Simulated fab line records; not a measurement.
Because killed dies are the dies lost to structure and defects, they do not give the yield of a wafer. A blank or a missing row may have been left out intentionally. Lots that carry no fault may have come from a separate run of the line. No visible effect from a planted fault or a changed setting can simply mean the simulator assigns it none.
fab line records	flow rit-cmos
[record] lots = 13	wafers = 39	last-day = 7
route steps=202 shown ACTIVE@9 NWELL@37 GATE@83 M1@202
lots that met no fault: from a run of the same line without faults
start-h: the number of hours between the record's first day and the start of the first shown wafer of the lot	wait-h: hours from the lot's prior step to this one	" unchanged from the row above	L1.1+2: a single row standing in for several wafers	- no value, or no start given	* or withheld: withheld	< > ~ a bound
route shown NAME@n: names a module that has steps shown in the file, with the first one's number in the route	usual: mean/standard deviation of fault-free wafers	same: alike in all rows	chamber/n: place in a boat	sites: the reading at each site	_std_site: their standard deviation	_edge_site: inner sites' mean taken away from outer sites' mean	radius-mm: for every site, how far away it sits from the centre of the wafer	mask NAME#n: copy n	behind: the most recent tool/chamber to have shaped the wafer	hold: reason for holding the lot/hours on hold/outcome of the hold	device: the n, p or np transistor that did not switch	end of line: tests run on the same wafers once the route is complete	step lacking rows: just its recipe	killed: dies lost to structure and defects at the first sort, not the wafer's yield	map: the dies of a wafer, with x for killed, . for not killed, _ for no die there
set.NAME: the setting as run; set.NAME@STEP: as run at that earlier step	model.NAME: the simulator's own value behind a step, which no gauge read
the route's steps for a sample of lots (tables are steps, rows are wafers)
services: from which hour (start-h, from the record's first day; less than 0 if before it) a tool's chamber was out of use, for how many hours, and why
[[steps]]
[step RIT_ACTIVE_EXPOSE_08]
[recipe] mask-id = M1	na = 0.6	source-shape = conventional	sigma-outer = 0.6	target-cd-nm = 1400	dose-mj = 225
[usual] exposure-dose-mJ-cm2 = 224.99/0.23	reticle-temp-C = 22.99/0.12
lot.wafer	tool	chamber	start-h	wait-h	mask	exposure-dose-mJ-cm2	reticle-temp-C
L860.2	iline-stepper-01	0	15.47	0.2	M1#0	224.95	23.03
L860.4	"	0	"	"	M1#0	224.87	22.89
L860.6	"	0	"	"	M1#0	225.08	23.01
L862.1	iline-stepper-01	0	24.50	0.2	M1#0	224.58	22.90
L862.3	"	0	"	"	M1#0	224.64	23.09
L862.4	"	0	"	"	M1#0	224.71	23.18
L863.2	iline-stepper-02	0	30.10	0.2	M1#0	224.63	23.11
L863.4	"	0	"	"	M1#0	224.43	22.93
L863.5	"	0	"	"	M1#0	224.91	22.91
L865.2	iline-stepper-02	0	39.32	0.2	M1#0	225.10	22.98
L865.3	"	0	"	"	M1#0	225.03	22.91
L865.5	"	0	"	"	M1#0	225.31	22.89
L869.2	iline-stepper-01	0	63.59	0.2	M1#0	219.54	23.06
L869.5	"	0	"	"	M1#0	219.56	22.89
L869.6	"	0	"	"	M1#0	219.47	23.10
L870.1	iline-stepper-02	0	66.61	0.2	M1#0	225.20	22.81
L870.3	"	0	"	"	M1#0	225.29	22.98
L870.5	"	0	"	"	M1#0	225.01	22.93
L872.4	iline-stepper-02	0	75.48	0.1	M1#0	225.15	23.11
L872.5	"	0	"	"	M1#0	225.29	23.14
L872.6	"	0	"	"	M1#0	225.08	23.03
L874.4	iline-stepper-02	0	85.31	0.2	M1#0	225.13	23.09
L874.5	"	0	"	"	M1#0	224.92	23.04
L874.6	"	0	"	"	M1#0	224.78	23.17
L879.2	iline-stepper-02	0	109.80	0.2	M1#0	224.87	23.04
L879.4	"	0	"	"	M1#0	224.89	23.08
L879.5	"	0	"	"	M1#0	224.93	23.04
L880.1	iline-stepper-02	0	114.28	0.1	M1#0	225.10	22.96
L880.5	"	0	"	"	M1#0	225.12	22.97
L880.6	"	0	"	"	M1#0	224.67	22.94
L881.1	iline-stepper-01	0	120.65	0.2	M1#0	224.82	22.69
L881.2	"	0	"	"	M1#0	224.52	22.79
L881.5	"	0	"	"	M1#0	224.79	22.90
L882.1	iline-stepper-01	0	125.41	0.1	M1#0	225.10	23.01
L882.3	"	0	"	"	M1#0	224.96	22.85
L882.6	"	0	"	"	M1#0	225.25	23.10
L883.1	iline-stepper-01	0	129.04	0.1	M1#0	225.52	23.03
L883.5	"	0	"	"	M1#0	225.40	23.11
L883.6	"	0	"	"	M1#0	225.40	23.05
[step RIT_ACTIVE_CD_MEAS_11]
[recipe] target-cd-nm = 1400
[usual] cd-nm = 1399.9/2.4
lot.wafer	tool	chamber	start-h	wait-h	cd-nm
L860.2	cd-sem-02	-	15.87	-	1396.9
L860.4	"	-	"	"	1399.8
L860.6	"	-	"	"	1399.5
L862.1	cd-sem-02	-	24.90	-	1401.5
L862.3	"	-	"	"	1403.9
L862.4	"	-	"	"	1402.7
L863.2	cd-sem-02	-	30.50	-	1399.2
L863.4	"	-	"	"	1397.8
L863.5	"	-	"	"	1397.6
L865.2	cd-sem-02	-	39.72	-	1399.3
L865.3	"	-	"	"	1398.8
L865.5	"	-	"	"	1401.0
L869.2	cd-sem-01	-	63.99	-	1344.7
L869.5	"	-	"	"	1370.7
L869.6	"	-	"	"	1377.6
L870.1	cd-sem-02	-	67.01	-	1400.3
L870.3	"	-	"	"	1400.9
L870.5	"	-	"	"	1399.3
L872.4	cd-sem-02	-	75.88	-	1397.3
L872.5	"	-	"	"	1394.1
L872.6	"	-	"	"	1394.0
L874.4	cd-sem-01	-	85.71	-	1401.9
L874.5	"	-	"	"	1403.9
L874.6	"	-	"	"	1400.1
L879.2	cd-sem-02	-	110.20	-	1400.5
L879.4	"	-	"	"	1401.0
L879.5	"	-	"	"	1401.5
L880.1	cd-sem-01	-	114.68	-	1401.2
L880.5	"	-	"	"	1400.2
L880.6	"	-	"	"	1402.1
L881.1	cd-sem-02	-	121.05	-	1399.3
L881.2	"	-	"	"	1399.9
L881.5	"	-	"	"	1400.2
L882.1	cd-sem-02	-	125.81	-	1402.3
L882.3	"	-	"	"	1402.3
L882.6	"	-	"	"	1403.4
L883.1	cd-sem-02	-	129.44	-	1402.1
L883.5	"	-	"	"	1404.9
L883.6	"	-	"	"	1403.8
[step RIT_NWELL_STRIP_09]
[recipe] chemistry = O2	time-s = 180	resist = NOVOLAK	platen-temp-c = withheld	power-w = 500	pressure-mtorr = 4000	o2-flow-sccm = 4000
[usual] drypump-motor-current-A = 5.9/0.48
lot.wafer	tool	chamber	start-h	wait-h	drypump-motor-current-A	rf-hours-counter-h
L860.2	plasma-asher-04	1	22.86	0.1	6.2	37
L860.4	"	0	"	"	5.8	-
L860.6	"	0	"	"	5.8	-
L862.1	plasma-asher-02	1	32.30	0.1	5.9	40
L862.3	"	0	"	"	5.9	-
L862.4	"	1	"	"	5.9	-
L863.2	plasma-asher-02	0	36.78	0.1	5.8	41
L863.4	"	0	"	"	5.8	-
L863.5	"	1	"	"	5.9	-
L865.2	plasma-asher-04	1	47.74	0.1	6.2	40
L865.3	"	0	"	"	5.8	-
L865.5	"	1	"	"	6.2	-
L869.2	plasma-asher-04	1	70.51	0.1	6.2	42
L869.5	"	0	"	"	5.8	-
L869.6	"	1	"	"	6.2	-
L870.1	plasma-asher-04	1	73.85	0.1	6.2	43
L870.3	"	1	"	"	6.2	-
L870.5	"	0	"	"	5.8	-
L872.4	plasma-asher-01	0	82.42	0.1	4.9	-
L872.5	"	0	"	"	4.9	-
L872.6	"	1	"	"	6.6	-
L874.4	plasma-asher-04	0	96.47	0.1	5.8	-
L874.5	"	0	"	"	5.8	-
L874.6	"	1	"	"	6.2	-
L879.2	plasma-asher-01	0	116.32	0.1	4.9	32
L879.4	"	1	"	"	6.6	-
L879.5	"	1	"	"	6.6	-
L880.1	plasma-asher-01	0	123.76	0.1	4.9	33
L880.5	"	1	"	"	6.6	-
L880.6	"	0	"	"	4.9	-
L881.1	plasma-asher-01	1	128.51	0.1	6.6	34
L881.2	"	0	"	"	4.9	34
L881.5	"	1	"	"	6.6	-
L882.1	plasma-asher-01	1	132.87	0.1	6.6	34
L882.3	"	1	"	"	6.6	-
L882.6	"	1	"	"	6.6	-
L883.1	plasma-asher-02	1	137.82	0.1	5.9	52
L883.5	"	1	"	"	5.9	-
L883.6	"	0	"	"	5.9	-
[step RIT_GATE_THK_MEAS_07]
[recipe] reads = SiO2_of_GATE_OXIDATION_05
[usual] GATE_OXIDE_THK = 3.00/0.061
lot.wafer	tool	chamber	start-h	wait-h	GATE_OXIDE_THK[nm]
L860.2	film-metro-02	-	36.28	0.0	2.97
L860.4	"	-	"	"	3.00
L860.6	"	-	"	"	3.06
L862.1	film-metro-01	-	45.09	0.0	3.04
L862.3	"	-	"	"	3.00
L862.4	"	-	"	"	3.00
L863.2	film-metro-02	-	49.80	0.0	3.06
L863.4	"	-	"	"	3.02
L863.5	"	-	"	"	3.09
L865.2	film-metro-02	-	60.11	0.0	2.98
L865.3	"	-	"	"	3.00
L865.5	"	-	"	"	2.94
L869.2	film-metro-03	-	85.73	0.0	2.99
L869.5	"	-	"	"	2.97
L869.6	"	-	"	"	2.98
L870.1	film-metro-01	-	90.29	0.0	3.11
L870.3	"	-	"	"	3.17
L870.5	"	-	"	"	3.12
L872.4	film-metro-01	-	96.39	0.0	3.06
L872.5	"	-	"	"	3.00
L872.6	"	-	"	"	2.99
L874.4	film-metro-01	-	109.96	0.0	2.98
L874.5	"	-	"	"	2.96
L874.6	"	-	"	"	2.93
L879.2	film-metro-03	-	130.88	0.0	2.98
L879.4	"	-	"	"	2.98
L879.5	"	-	"	"	2.99
L880.1	film-metro-03	-	138.13	0.0	3.00
L880.5	"	-	"	"	3.02
L880.6	"	-	"	"	2.99
L881.1	film-metro-02	-	141.97	0.0	2.86
L881.2	"	-	"	"	2.90
L881.5	"	-	"	"	2.92
L882.1	film-metro-01	-	145.84	0.0	3.02
L882.3	"	-	"	"	3.01
L882.6	"	-	"	"	3.07
L883.1	film-metro-02	-	152.85	0.0	3.07
L883.5	"	-	"	"	3.00
L883.6	"	-	"	"	3.05
[step RIT_GATE_OVL_MEAS_17]
[usual] GATE_OVL = -0.3/1.2
lot.wafer	tool	chamber	start-h	wait-h	GATE_OVL[nm]
L860.2	overlay-02	-	39.12	0.1	-0.7
L860.4	"	-	"	"	-0.3
L860.6	"	-	"	"	-1.2
L862.1	overlay-02	-	48.54	0.1	-1.2
L862.3	"	-	"	"	-2.0
L862.4	"	-	"	"	-0.6
L863.2	overlay-02	-	52.57	0.1	0.1
L863.4	"	-	"	"	1.5
L863.5	"	-	"	"	0.1
L865.2	overlay-02	-	65.72	0.1	-1.2
L865.3	"	-	"	"	-1.6
L865.5	"	-	"	"	0.7
L869.2	overlay-02	-	88.43	0.1	1.5
L869.5	"	-	"	"	1.6
L869.6	"	-	"	"	2.1
L870.1	overlay-01	-	93.93	0.1	-0.5
L870.3	"	-	"	"	1.6
L870.5	"	-	"	"	-0.5
L872.4	overlay-01	-	99.89	0.1	3.2
L872.5	"	-	"	"	2.6
L872.6	"	-	"	"	2.4
L874.4	overlay-01	-	112.78	0.1	-0.2
L874.5	"	-	"	"	-0.6
L874.6	"	-	"	"	-1.2
L879.2	overlay-01	-	133.58	0.1	-0.6
L879.4	"	-	"	"	-0.4
L879.5	"	-	"	"	-1.0
L880.1	overlay-02	-	140.84	0.1	-2.3
L880.5	"	-	"	"	-2.0
L880.6	"	-	"	"	-1.5
L881.1	overlay-01	-	145.48	0.1	-2.6
L881.2	"	-	"	"	0.7
L881.5	"	-	"	"	0.3
L882.1	overlay-01	-	148.68	0.1	-1.1
L882.3	"	-	"	"	-0.7
L882.6	"	-	"	"	0.3
L883.1	overlay-01	-	156.26	0.1	1.4
L883.5	"	-	"	"	2.5
L883.6	"	-	"	"	1.2
[step RIT_M1_PROBE_99]
[usual] killed-at-contacts = 0.1/0.3	killed-at-front-end = 6.9/2.9	killed-dies = 7.0/2.9	killed-open = 3.3/2	killed-short = 3.7/2
[same] gross-dies = 264	killed_at_M0_to_M3 = 0	killed_at_M4_up = 0	killed-at-back-side = 0	killed-at-other = 0
lot.wafer	tool	chamber	start-h	wait-h	killed-at-contacts	killed-at-front-end	killed-dies	killed-open	killed-short
L860.2	prober-01	-	60.95	0.1	1	13	14	4	10
L860.4	prober-01	-	61.05	0.2	0	9	9	8	1
L860.6	prober-01	-	61.15	0.2	0	2	2	1	1
L862.1	prober-01	-	68.29	0.1	0	8	8	6	2
L862.3	prober-01	-	68.39	0.2	0	10	10	5	5
L862.4	prober-01	-	68.44	0.2	0	5	5	0	5
L863.2	prober-02	-	72.69	0.1	0	6	6	2	4
L863.4	prober-02	-	72.79	0.2	0	9	9	2	7
L863.5	prober-02	-	72.84	0.2	0	5	5	2	3
L865.2	prober-02	-	86.36	0.1	1	6	7	3	4
L865.3	prober-02	-	86.41	0.2	0	2	2	0	2
L865.5	prober-02	-	86.51	0.2	0	8	8	2	6
L869.2	prober-02	-	109.42	0.1	0	5	5	3	2
L869.5	prober-02	-	109.57	0.2	0	10	10	2	8
L869.6	prober-02	-	109.62	0.2	0	10	10	3	7
L870.1	prober-02	-	114.52	0.1	1	4	5	4	1
L870.3	prober-02	-	114.62	0.2	0	8	8	6	2
L870.5	prober-02	-	114.72	0.2	0	10	10	5	5
L872.4	prober-02	-	122.19	0.2	0	8	8	2	6
L872.5	prober-02	-	122.24	0.2	0	9	9	3	6
L872.6	prober-02	-	122.29	0.2	0	10	10	3	7
L874.4	prober-02	-	133.36	0.2	0	9	9	6	3
L874.5	prober-02	-	133.41	0.2	0	8	8	5	3
L874.6	prober-02	-	133.46	0.2	0	8	8	4	4
L879.2	prober-01	-	154.59	0.1	0	2	2	1	1
L879.4	prober-01	-	154.69	0.2	0	9	9	2	7
L879.5	prober-01	-	154.74	0.2	0	7	7	4	3
L880.1	prober-01	-	160.93	0.1	0	4	4	0	4
L880.5	prober-01	-	161.13	0.2	0	5	5	2	3
L880.6	prober-01	-	161.18	0.2	0	9	9	5	4
L881.1	prober-02	-	165.94	0.1	0	4	4	2	2
L881.2	prober-02	-	165.99	0.1	0	5	5	2	3
L881.5	prober-02	-	166.14	0.2	0	8	8	1	7
L882.1	prober-01	-	169.06	0.1	0	7	7	2	5
L882.3	prober-01	-	169.16	0.2	0	4	4	1	3
L882.6	prober-01	-	169.31	0.2	0	5	5	3	2
L883.1	prober-02	-	176.55	0.1	0	11	11	6	5
L883.5	prober-02	-	176.75	0.2	0	10	10	5	5
L883.6	prober-02	-	176.80	0.2	0	8	8	5	3
// killed by level:class
L860.2 SILICIDE:geometric-particle:short=5 FOX2:geometric-particle:short=2 SPACER:geometric-particle:open=2 FOX2:geometric-particle:open=1 GATE:geometric-particle:short=1 SPACER:geometric-particle:short=1 SILICIDE:geometric-particle:open=1 CONTACT:geometric-particle:short=1
L860.4 SILICIDE:geometric-particle:open=5 GATE:geometric-particle:open=2 FOX2:geometric-particle:open=1 SILICIDE:geometric-particle:short=1
L860.6 FOX1:geometric-particle:open=1 FOX2:geometric-particle:short=1
L862.1 GATE:geometric-particle:open=3 GATE:geometric-particle:short=2 FOX2:geometric-particle:open=1 SPACER:geometric-particle:open=1 SILICIDE:geometric-particle:open=1
L862.3 FOX1:geometric-particle:short=2 FOX1:geometric-particle:open=2 GATE:geometric-particle:open=2 FOX2:geometric-particle:short=1 SPACER:geometric-particle:short=1 SILICIDE:geometric-particle:open=1 SILICIDE:geometric-particle:short=1
L862.4 GATE:geometric-particle:short=3 FOX1:geometric-particle:short=1 FOX2:geometric-particle:short=1
L863.2 FOX2:geometric-particle:short=2 GATE:geometric-particle:short=2 GATE:geometric-particle:open=1 SPACER:geometric-particle:open=1
L863.4 GATE:geometric-particle:short=3 REOX:geometric-particle:open=2 REOX:geometric-particle:short=2 FOX2:geometric-particle:short=1 SPACER:geometric-particle:short=1
L863.5 REOX:geometric-particle:short=2 GATE:geometric-particle:open=1 SPACER:geometric-particle:short=1 SILICIDE:geometric-particle:open=1
L865.2 REOX:geometric-particle:short=2 FOX1:geometric-particle:open=1 GATE:geometric-particle:open=1 SPACER:geometric-particle:open=1 SILICIDE:geometric-particle:short=1 CONTACT:geometric-particle:short=1
L865.3 GATE:geometric-particle:short=1 REOX:geometric-particle:short=1
L865.5 GATE:geometric-particle:short=3 FOX1:geometric-particle:short=1 FOX2:geometric-particle:open=1 FOX2:geometric-particle:short=1 SPACER:geometric-particle:short=1 SPACER:geometric-particle:open=1
L869.2 GATE:geometric-particle:open=3 GATE:geometric-particle:short=2
L869.5 GATE:geometric-particle:short=4 FOX1:geometric-particle:short=2 FOX1:geometric-particle:open=1 REOX:geometric-particle:short=1 SPACER:geometric-particle:short=1 SPACER:geometric-particle:open=1
L869.6 REOX:geometric-particle:short=3 GATE:geometric-particle:short=2 SILICIDE:geometric-particle:short=2 GATE:geometric-particle:open=1 SPACER:geometric-particle:open=1 SILICIDE:geometric-particle:open=1
L870.1 GATE:geometric-particle:open=2 SILICIDE:geometric-particle:short=1 SILICIDE:geometric-particle:open=1 CONTACT:geometric-particle:open=1
L870.3 SPACER:geometric-particle:open=4 FOX1:geometric-particle:open=1 GATE:geometric-particle:short=1 GATE:geometric-particle:open=1 SPACER:geometric-particle:short=1
L870.5 GATE:geometric-particle:open=3 SPACER:geometric-particle:open=2 SPACER:geometric-particle:short=2 FOX1:geometric-particle:short=1 FOX2:geometric-particle:short=1 GATE:geometric-particle:short=1
L872.4 FOX1:geometric-particle:short=2 GATE:geometric-particle:short=2 SILICIDE:geometric-particle:short=2 SILICIDE:geometric-particle:open=2
L872.5 FOX1:geometric-particle:short=2 FOX2:geometric-particle:short=2 FOX1:geometric-particle:open=1 GATE:geometric-particle:open=1 GATE:geometric-particle:short=1 REOX:geometric-particle:short=1 SPACER:geometric-particle:open=1
L872.6 REOX:geometric-particle:short=3 FOX1:geometric-particle:short=2 GATE:geometric-particle:short=2 FOX1:geometric-particle:open=1 GATE:geometric-particle:open=1 REOX:geometric-particle:open=1
L874.4 FOX2:geometric-particle:open=2 GATE:geometric-particle:short=2 SILICIDE:geometric-particle:open=2 REOX:geometric-particle:open=1 REOX:geometric-particle:short=1 SPACER:geometric-particle:open=1
L874.5 FOX1:geometric-particle:open=3 ACTIVE:geometric-particle:short=1 GATE:geometric-particle:short=1 REOX:geometric-particle:short=1 REOX:geometric-particle:open=1 SILICIDE:geometric-particle:open=1
L874.6 FOX2:geometric-particle:open=2 FOX1:geometric-particle:short=1 FOX1:geometric-particle:open=1 GATE:geometric-particle:short=1 REOX:geometric-particle:short=1 SPACER:geometric-particle:short=1 SILICIDE:geometric-particle:open=1
L879.2 GATE:geometric-particle:open=1 GATE:geometric-particle:short=1
L879.4 SILICIDE:geometric-particle:short=3 FOX2:geometric-particle:short=2 GATE:geometric-particle:short=2 GATE:geometric-particle:open=1 SPACER:geometric-particle:open=1
L879.5 GATE:geometric-particle:short=2 GATE:geometric-particle:open=2 FOX1:geometric-particle:short=1 REOX:geometric-particle:open=1 SILICIDE:geometric-particle:open=1
L880.1 GATE:geometric-particle:short=2 REOX:geometric-particle:short=2
L880.5 ACTIVE:geometric-particle:open=1 FOX1:geometric-particle:short=1 FOX2:geometric-particle:short=1 GATE:geometric-particle:open=1 SILICIDE:geometric-particle:short=1
L880.6 GATE:geometric-particle:open=2 SILICIDE:geometric-particle:short=2 FOX2:geometric-particle:open=1 GATE:geometric-particle:short=1 REOX:geometric-particle:open=1 REOX:geometric-particle:short=1 SPACER:geometric-particle:open=1
L881.1 GATE:geometric-particle:short=2 FOX2:geometric-particle:open=1 GATE:geometric-particle:open=1
L881.2 GATE:geometric-particle:short=2 FOX2:geometric-particle:open=1 SPACER:geometric-particle:open=1 SPACER:geometric-particle:short=1
L881.5 GATE:geometric-particle:short=3 SPACER:geometric-particle:short=3 SPACER:geometric-particle:open=1 SILICIDE:geometric-particle:short=1
L882.1 GATE:geometric-particle:short=3 GATE:geometric-particle:open=2 SILICIDE:geometric-particle:short=2
L882.3 FOX2:geometric-particle:short=1 GATE:geometric-particle:short=1 SPACER:geometric-particle:open=1 SPACER:geometric-particle:short=1
L882.6 FOX2:geometric-particle:short=1 GATE:geometric-particle:open=1 GATE:geometric-particle:short=1 REOX:geometric-particle:open=1 SPACER:geometric-particle:open=1
L883.1 FOX1:geometric-particle:open=2 FOX1:geometric-particle:short=2 FOX2:geometric-particle:open=2 REOX:geometric-particle:short=2 REOX:geometric-particle:open=2 GATE:geometric-particle:short=1
L883.5 GATE:geometric-particle:open=4 FOX1:geometric-particle:short=1 GATE:geometric-particle:short=1 REOX:geometric-particle:short=1 SPACER:geometric-particle:short=1 SPACER:geometric-particle:open=1 SILICIDE:geometric-particle:short=1
L883.6 FOX1:geometric-particle:short=2 GATE:geometric-particle:open=2 FOX1:geometric-particle:open=1 REOX:geometric-particle:open=1 REOX:geometric-particle:short=1 SPACER:geometric-particle:open=1
[[services]]
tool	chamber	start-h	hours	kind
iline-stepper-02	-	4.52	1.7	pm
plasma-asher-01	-	29.87	3.1	repair
iline-stepper-01	-	43.38	12.1	repair
plasma-asher-04	-	43.96	1.8	repair
plasma-asher-02	-	46.64	0.4	repair
plasma-asher-01	-	78.99	1.2	repair
plasma-asher-04	-	100.62	2.8	pm
plasma-asher-01	-	101.44	14.6	pm
plasma-asher-02	-	103.31	2.4	repair
plasma-asher-04	-	108.75	9.0	pm
plasma-asher-04	0	108.75	9.0	vent-cycle
plasma-asher-04	1	108.75	9.0	vent-cycle
iline-stepper-01	-	114.52	2.6	repair
plasma-asher-04	0	117.75	-	clean
plasma-asher-04	1	117.75	-	clean
iline-stepper-01	-	126.48	1.7	pm
plasma-asher-04	-	126.64	2.2	repair
[[key]]
[first-sign] step = RIT_ACTIVE_EXPOSE_08	reading = exposure-dose-mJ-cm2	direction = down	sigmas = 24	usual = 224.99	struck = 219.53
[effect] step = RIT_ACTIVE_CD_MEAS_11	reading = cd-nm	direction = down	sigmas = 15	usual = 1399.9	struck = 1364.3	through = control-loop
met-at RIT_ACTIVE_EXPOSE_08
struck-lots L869
tester-left-out L869
[loop-trim] step = RIT_ACTIVE_EXPOSE_08	setting = dose	lots = L869
not-acting-at RIT_NWELL_STRIP_09,RIT_GATE_THK_MEAS_07,RIT_GATE_OVL_MEAS_17
onset-between 24.50 63.59
[fault] kind = process-parameter-drift	tool = iline-stepper-01	chamber = -	onset-h = 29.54	steps = RIT_ACTIVE_EXPOSE_08	channel = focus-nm	offset = 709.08	spread-by-wafer = 0.3	shape = step	end-h = 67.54
// tester-left-out: of these lots the tester's yield and bins aren't shown, on N5 and GAA mostly nor the transistor test; their killed dies are dies lost to structure and defects alone, not to doping, threshold or leakage, so they don't give the yield
// loop-trim: a control loop set the setting to another value than it would have without faults
